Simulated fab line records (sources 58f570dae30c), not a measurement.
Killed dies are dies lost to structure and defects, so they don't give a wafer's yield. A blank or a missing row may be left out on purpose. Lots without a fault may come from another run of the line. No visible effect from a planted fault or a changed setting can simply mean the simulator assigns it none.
The same fault as seen by 2 desks	flow berkeleyCmos170	only its own numbers are on each desk; what lay behind them is given at the end

THE TOOL OWNER'S DESK: rieDiel-01
The tool's own readings at UCB170_CONTACT_ETCH_18 (etches PSG in CHF3/CF4/Ar, stops on TiSi2, target depth 840 nm, time 195 s): means of the sampled wafers that have a number, for each lot that ran on this tool. The brackets show how far a lot's mean lies from the usual mean; more than 4 standard deviations puts the lot out of limits, marked OUT.
Columns: A = drypumpMotorCurrentA at UCB170_CONTACT_ETCH_18, usual 5.9 A; B = oesProductAu at UCB170_CONTACT_ETCH_18, usual 0.897 a.u.; C = runLengthS at UCB170_CONTACT_ETCH_18, usual 223.2 s; D = throttleValvePct at UCB170_CONTACT_ETCH_18, usual 6.90 %
lot	first seen here	A	B	C	D
L377	day 9 09:00	6.0	0.897	223.2	6.87
L380	day 10 00:00	6.0	0.865	240.7 (+34) OUT	6.89
L383	day 10 11:00	5.7	0.865	240.9 (+34) OUT	6.87
This desk's verdict: out of limits on L380, L383, starting with L380 at day 10 00:00 (runLengthS at UCB170_CONTACT_ETCH_18). L377 stayed within limits.

AT THE METROLOGY DESK
What the gauges read, lot by lot, whatever tool the lot ran on: means of the sampled wafers that have a number. The brackets show how far a lot's mean lies from the usual mean; more than 4 standard deviations puts the lot out of limits, marked OUT.
Columns: A = cdNm at UCB170_CONTACT_CD_MEAS_15, usual 699.8 nm; B = CONTACT_OVL at UCB170_CONTACT_OVL_MEAS_16, usual -1 nm
lot	first seen here	A	B
L374	day 9 03:28	698.6	-7
L377	day 9 09:40	701.0	5
L380	day 9 23:50	699.1	8
L379	day 10 02:28	699.1	1
L383	day 10 11:35	698.7	1
L384	day 10 11:43	699.7	-4
Result from this desk: across the 6 lots, nothing is out of limits.

ALL TOGETHER
An alarm could have come from the tool owner's desk at day 10 00:00, on L380, L383.
At the metrology desk, nothing out of limits was observed.
The metrology desk holds a record of L380, L383, inside its limits.
All the named lots went through UCB170_CONTACT_ETCH_18 on rieDiel-01.

WHAT WAS PUT IN BY THE SIMULATOR
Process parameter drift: rieDiel-01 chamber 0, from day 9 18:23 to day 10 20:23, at UCB170_CONTACT_ETCH_18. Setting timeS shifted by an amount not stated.
Lots struck among those shown: L380, L383.
Each desk's first reading out of limits, in hours after the fault started: the tool owner's desk, 6.
